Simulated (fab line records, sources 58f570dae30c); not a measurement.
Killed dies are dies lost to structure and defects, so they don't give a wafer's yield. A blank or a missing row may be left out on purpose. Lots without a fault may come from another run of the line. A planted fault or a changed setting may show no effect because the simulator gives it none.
Which tool did it? | flow berkeley_cmos170 | 7 lots, 21 wafers sampled, at 3 steps of a route of 331

WHAT THE GAUGES READ, wafer by wafer
UCB170_PLDD_TW_MEAS_11.
lot  | measured     | on            | PLDD_TW
L964 | day 6 09:59  | film_metro-03 | 1016 1023 1016
L966 | day 6 14:16  | film_metro-03 | 1013 1015 1017
L969 | day 7 06:02  | film_metro-04 | 1021 1017 1015
L972 | day 8 12:25  | film_metro-02 | 1001 1009 1005
L974 | day 9 05:19  | film_metro-02 | 989 985 988
L982 | day 10 17:35 | film_metro-03 | 1018 1017 1017
L985 | day 11 23:35 | film_metro-02 | 1011 1011 1013

WHICH TOOL RAN EACH LOT (tool, then ch and the chambers of the sampled wafers, then the start)
lot  | UCB170_GATE_ETCH_15              | UCB170_PLDD_IMPLANT_09
L964 | rie_si-01 ch 1,3, day 6 07:47    | implanter-01 ch 0, day 6 09:45
L966 | rie_si-01 ch 1,2,3, day 6 11:58  | implanter-03 ch 0, day 6 14:01
L969 | rie_si-02 ch 1,2, day 7 03:35    | implanter-03 ch 0, day 7 05:47
L972 | rie_si-02 ch 1,2,3, day 8 10:14  | implanter-02 ch 0, day 8 12:12
L974 | rie_si-02 ch 1,2, day 9 03:18    | implanter-03 ch 0, day 9 05:07
L982 | rie_si-01 ch 0,2,3, day 10 14:05 | implanter-02 ch 0, day 10 17:19
L985 | rie_si-02 ch 0,1,3, day 11 21:14 | implanter-02 ch 0, day 11 23:22
- UCB170_GATE_ETCH_15: etches poly-Si in HBr/Cl2, stops on SiO2, time 56.3 s, target depth 278.2 nm.
- UCB170_PLDD_IMPLANT_09

THE ANSWER, worked out from the rows above alone
Rule: what is usual is taken from the lots themselves. Put in order of their means at a reading, lots are off if they are a third of the lots or fewer, leave a main group of 4 or more, and stand apart from it by a gap of 3 or more times the standard deviation of the main group's means; of several such gaps the widest counts. A main group whose means are all the same, to the digits that the tables above print for the reading, isn't used. A lot without any number at a reading at which 4 lots or more have one is off too. The other lots that the step has rows for count as sound.
Off: L974, at UCB170_PLDD_TW_MEAS_11 (PLDD_TW). The main group: mean 1014, standard deviation 4.7.
A tool fits if, at a process step before that reading, it ran every lot that is off, and no sound lot after the first of them. The gauges at UCB170_PLDD_TW_MEAS_11 are tried like those tools. One fits: implanter-03 at UCB170_PLDD_IMPLANT_09. Its last sound lot is L969 (day 7 05:47), its first lot that is off L974 (day 9 05:07): a fault that began between those two fits.

WHAT THE SIMULATOR HAD PUT IN
Process parameter drift: implanter-03, from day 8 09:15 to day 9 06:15, at UCB170_PLDD_IMPLANT_09. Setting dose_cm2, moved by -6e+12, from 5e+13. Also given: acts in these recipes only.
Lots struck among those shown: L974. The rule above found the same.
